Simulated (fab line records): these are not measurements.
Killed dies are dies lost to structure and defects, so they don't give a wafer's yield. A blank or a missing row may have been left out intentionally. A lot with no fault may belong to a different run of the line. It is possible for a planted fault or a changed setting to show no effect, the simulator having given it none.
One fault through the eyes of 2 desks / flow berkeley_cmos170 / each desk holds nothing but its own numbers, with what lay behind them at the end

DESK OF THE TOOL OWNER: krf_scanner-01
The tool's own readings at UCB170_CONTACT_EXPOSE_12 (exposes mask CONT, target cd 700 nm): means of the sampled wafers that have a number, for each lot that ran on this tool. A lot is out of limits, marked OUT, if its mean lies more than 4 standard deviations from the usual mean; the brackets give that distance.
Columns: A = exposure_dose_mJ_cm2 at UCB170_CONTACT_EXPOSE_12, usual 35.00; B = reticle_temp_C at UCB170_CONTACT_EXPOSE_12, usual 22.99 C
lot=L493; first seen here=day 7 00:49; A=34.99; B=22.93
lot=L496; first seen here=day 7 17:47; A=35.00; B=23.05
lot=L509; first seen here=day 10 09:12; A=35.07; B=23.04
lot=L516; first seen here=day 12 08:46; A=34.70 (-7.1) OUT; B=23.05
This desk's finding: out of limits on L516; first on L516, day 12 08:46 (exposure_dose_mJ_cm2 at UCB170_CONTACT_EXPOSE_12). L493, L496, L509 stayed within limits.

FROM THE METROLOGY DESK
What the gauges read, lot by lot, whatever tool the lot ran on: means of the sampled wafers that have a number. A lot is out of limits, marked OUT, if its mean lies more than 4 standard deviations from the usual mean; the brackets give that distance.
Columns: A = PWELL_OXIDE_THK at UCB170_PWELL_THK_MEAS_03, usual 26.4 nm; B = GATE_POLY_THK at UCB170_GATE_THK_MEAS_05, usual 213.6 nm
lot=L493; first seen here=day 2 17:22; A=25.7; B=215.8
lot=L494; first seen here=day 2 17:23; A=26.6; B=216.1
lot=L495; first seen here=day 3 00:52; A=26.1; B=213.5
lot=L496; first seen here=day 3 06:18; A=26.3; B=213.6
lot=L498; first seen here=day 3 17:43; A=26.0; B=213.2
lot=L499; first seen here=day 4 01:35; A=26.2; B=214.2
lot=L500; first seen here=day 4 11:06; A=26.4; B=216.0
lot=L501; first seen here=day 4 11:07; A=27.1; B=212.7
lot=L502; first seen here=day 4 11:07; A=26.6; B=215.4
lot=L503; first seen here=day 4 16:44; A=26.5; B=215.4
lot=L508; first seen here=day 5 15:33; A=26.4; B=215.5
lot=L509; first seen here=day 5 19:54; A=26.5; B=209.9
lot=L516; first seen here=day 7 12:01; A=27.1; B=211.5
Finding of this desk: none of the 13 lots has anything out of limits.

ALL TOGETHER
At day 12 08:46, on L516, the tool owner's desk was in a position to raise an alarm.
Nothing out of limits was seen by the metrology desk.
The metrology desk has L516 on record, within its limits.
Every lot named ran UCB170_CONTACT_EXPOSE_12 on krf_scanner-01.

WHAT THE SIMULATOR PUT IN
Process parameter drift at UCB170_CONTACT_EXPOSE_12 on krf_scanner-01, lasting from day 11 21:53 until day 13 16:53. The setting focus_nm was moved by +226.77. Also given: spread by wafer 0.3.
Lots struck among those shown: L516.
How many hours passed from the start of the fault until each desk's first out-of-limits reading: the tool owner's desk, 11.
